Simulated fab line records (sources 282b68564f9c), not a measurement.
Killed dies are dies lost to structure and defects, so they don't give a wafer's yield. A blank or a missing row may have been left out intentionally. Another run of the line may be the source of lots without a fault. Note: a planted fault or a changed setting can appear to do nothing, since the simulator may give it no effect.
Struck lot and sound lot, side by side || flow ritCmos || 18 steps out of a route of 202
Sound: the wafers L577.1, L577.3, L577.4. Wafers L591.3, L591.5, L591.6 were the ones struck. Last of all comes the cause.
Per side, at each step with rows, come the tool, then ch with its chambers, and then its first start. Under that, the readings that differ: sound wafers || struck wafers || difference of the means || sigmas: that difference in standard deviations of wafers without a fault.
alike: words and numbers the same on both sides, and readings whose means are apart by under 2 such deviations; not compared: readings that were withheld, readings missing a value for some wafer, numbers with overlapping values and no deviation given by the record, and bounds like >300 which may hide the same value.
Wherever a step has rows on one side only, a row that says differs or no value, or a row with sigmas, the two part there. When numbers do not overlap yet have no deviation, they are printed without sigmas and do not part them. A reading that every wafer of one side lacks parts them only if that side has two wafers or more.

first, 1 step without rows for these wafers: RIT_PWELL_DEVELOP_05 (develop time 68 s).
RIT_PWELL_OVL_MEAS_06:
  sound on overlay-01, day 3 03:49; struck on overlay-01, day 6 03:26
  alike: PWELL_OVL
then, 2 steps without rows for these wafers: RIT_PWELL_HARDBAKE_07 (time 120 s); RIT_PWELL_IMPLANT_08.
RIT_PWELL_STRIP_09: strips in O2, time 180 s.
  sound on plasmaAsher-03 ch 0,1, day 3 04:15; struck on plasmaAsher-03 ch 0,1, day 6 03:55
  alike: drypumpMotorCurrentA
  not compared: rfHoursCounterH
RIT_PWELL_TW_MEAS_10:
  sound on filmMetro-04, day 3 04:25; struck on filmMetro-04, day 6 04:03
  alike: PWELL_TW
then, 1 step without rows for these wafers: RIT_WELLDRIVE_ANNEAL_00 (time 14700 s).
RIT_WELLDRIVE_RS_MEAS_01: measurement is done with a four-point probe.
  sound on filmMetro-02, day 3 09:34; struck on filmMetro-02, day 6 09:14
  alike: NWELL_RS
RIT_WELLDRIVE_RS_MEAS_02: measurement is done with a four-point probe.
  sound on filmMetro-02, day 3 09:41; struck on filmMetro-02, day 6 09:21
  alike: PWELL_RS
then, 3 steps without rows for these wafers: RIT_NRETRO_HMDS_00 (prime time 60 s); RIT_NRETRO_COAT_01 (resist thk 1300 nm); RIT_NRETRO_SOFTBAKE_02 (time 60 s).
RIT_NRETRO_EXPOSE_03: exposes mask M4, target cd 43900 nm.
  sound on ilineStepper-02 ch 0, day 3 10:15; struck on ilineStepper-01 ch 0, day 6 10:03
{"reading": "model.NRETRO.overlayXNm (nm)", "sound": "0.5436 0.5436 0.5436", "struck": "-179.5 -179.5 -179.5", "difference": -180.0, "sigmas": ""}
  alike: mask, stageVelMmS
then, 2 steps without rows for these wafers: RIT_NRETRO_PEB_04; RIT_NRETRO_DEVELOP_05 (develop time 68 s).
RIT_NRETRO_OVL_MEAS_06:
  sound on overlay-01, day 3 10:41; struck on overlay-01, day 6 10:27
{"reading": "NRETRO_OVL (nm)", "sound": "2.4 1.5 2.3", "struck": "-178.2 -178.4 -176.8", "difference": -179.9, "sigmas": "-99 or more"}
then, 1 step without rows for these wafers: RIT_NRETRO_HARDBAKE_07 (time 120 s).
RIT_M1_PROBE_99:
  sound on prober-01, day 4 13:56; struck on prober-01, day 7 18:01
{"reading": "model.etest.retroEdgePmos.offLog10AUm", "sound": "-10.14 -10.24 -10.09", "struck": "-8.884 -8.875 -8.902", "difference": "+1.270", "sigmas": ""}
{"reading": "model.etest.retroEdgeNmos.offLog10AUm", "sound": "-10.45 -10.48 -9.849", "struck": "-8.875 -8.907 -8.574", "difference": "+1.474", "sigmas": ""}
  alike: killedAtContacts, killedAtFrontEnd, killedDies, killedOpen, killedShort

## WHERE THEY PART
RIT_NRETRO_OVL_MEAS_06 only, going by this record. Later steps at which nothing parts them and some readings are alike: RIT_M1_PROBE_99.

WHY: the cause the simulator had injected
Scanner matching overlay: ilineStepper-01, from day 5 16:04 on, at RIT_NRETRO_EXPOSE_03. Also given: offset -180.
